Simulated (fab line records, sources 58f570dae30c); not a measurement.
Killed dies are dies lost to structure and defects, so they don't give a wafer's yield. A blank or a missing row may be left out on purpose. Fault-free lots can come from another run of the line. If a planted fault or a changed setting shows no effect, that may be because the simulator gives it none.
Which of the tools did it? ; flow berkeley cmos170 ; 14 lots, 42 wafers sampled, at 2 steps of a route of 331

== WHAT THE GAUGES SHOWED, per wafer ==
UCB170_M2_CD_MEAS_15: the cd target is 700 nm. Usual: cd nm 699.9 nm, standard deviation 1.6.
lot;measured;on;cd nm (nm);flag
L894;day 8 18:38;cd sem-02;698.5 698.1 697.4;
L895;day 8 21:17;cd sem-02;700.3 699.6 701.4;
L896;day 9 00:50;cd sem-02;699.0 699.0 699.4;
L899;day 9 20:22;cd sem-01;699.4 699.9 700.3;
L901;day 10 02:41;cd sem-02;699.9 699.6 699.5;
L898;day 10 05:58;cd sem-01;698.8 697.9 698.8;
L900;day 10 06:41;cd sem-01;700.4 699.8 700.9;
L902;day 10 20:30;cd sem-02;700.0 700.8 700.0;
L913;day 12 23:59;cd sem-01;700.8 700.7 700.2;
L910;day 13 02:37;cd sem-02;683.3 684.0 683.9;OFF
L911;day 13 05:52;cd sem-01;684.4 684.9 686.2;OFF
L912;day 13 06:17;cd sem-01;697.6 696.7 697.9;
L914;day 13 06:44;cd sem-02;700.6 701.1 699.9;
L917;day 13 15:30;cd sem-01;699.7 700.3 699.4;

== WHAT TOOL EACH LOT RAN ON (gives the tool, then ch and the chambers of the sampled wafers, and finally the start) ==
lot;UCB170_M2_PEB_13
L894;litho track-04 ch 0, day 8 18:21
L895;litho track-01 ch 0, day 8 21:01
L896;litho track-04 ch 0, day 9 00:21
L899;litho track-04 ch 0, day 9 20:06
L901;litho track-02 ch 0, day 10 02:25
L898;litho track-04 ch 0, day 10 05:42
L900;litho track-01 ch 0, day 10 06:26
L902;litho track-04 ch 0, day 10 20:14
L913;litho track-02 ch 0, day 12 23:43
L910;litho track-01 ch 0, day 13 02:20
L911;litho track-01 ch 0, day 13 05:00
L912;litho track-04 ch 0, day 13 06:00
L914;litho track-02 ch 0, day 13 06:27
L917;litho track-04 ch 0, day 13 15:13
- UCB170_M2_PEB_13

== WHAT THE TOOLS THEMSELVES READ (means of the sampled wafers that have a number; where no wafer has one, the mark that the record gives instead) ==
The record holds no such reading with a usual standard deviation.

== THE ANSWER, worked out from the rows above alone ==
Rule: take the mean of a lot's wafers that have a number; if it is more than 3 standard deviations from the usual mean, the lot is off. A lot without any number at a reading at which 4 lots or more have one is off too. All remaining lots with rows at the step are treated as sound. The gauges are gone through in route order, then the tools' own readings, and for those a lot's mean is taken as printed above. The first step at which some lot is off is used, and at that step the reading that is off furthest; a lot without a number counts as furthest.
Off at UCB170_M2_CD_MEAS_15 (cd nm): L910, L911.
A tool fits if, at a process step before that reading, it ran every lot that is off, and no sound lot after the first of them. The gauges at UCB170_M2_CD_MEAS_15 are tried like those tools. One candidate fits, namely litho track-01 at UCB170_M2_PEB_13. A fault onset in the window from L900 (day 10 06:26, its last sound lot) to L910 (day 13 02:20, its first lot off) fits.

== WHAT WAS PUT IN BY THE SIMULATOR ==
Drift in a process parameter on litho track-01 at UCB170_M2_PEB_13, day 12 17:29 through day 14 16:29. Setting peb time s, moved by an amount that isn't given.
Struck lots among those shown: L910, L911. Same finding as the rule above.
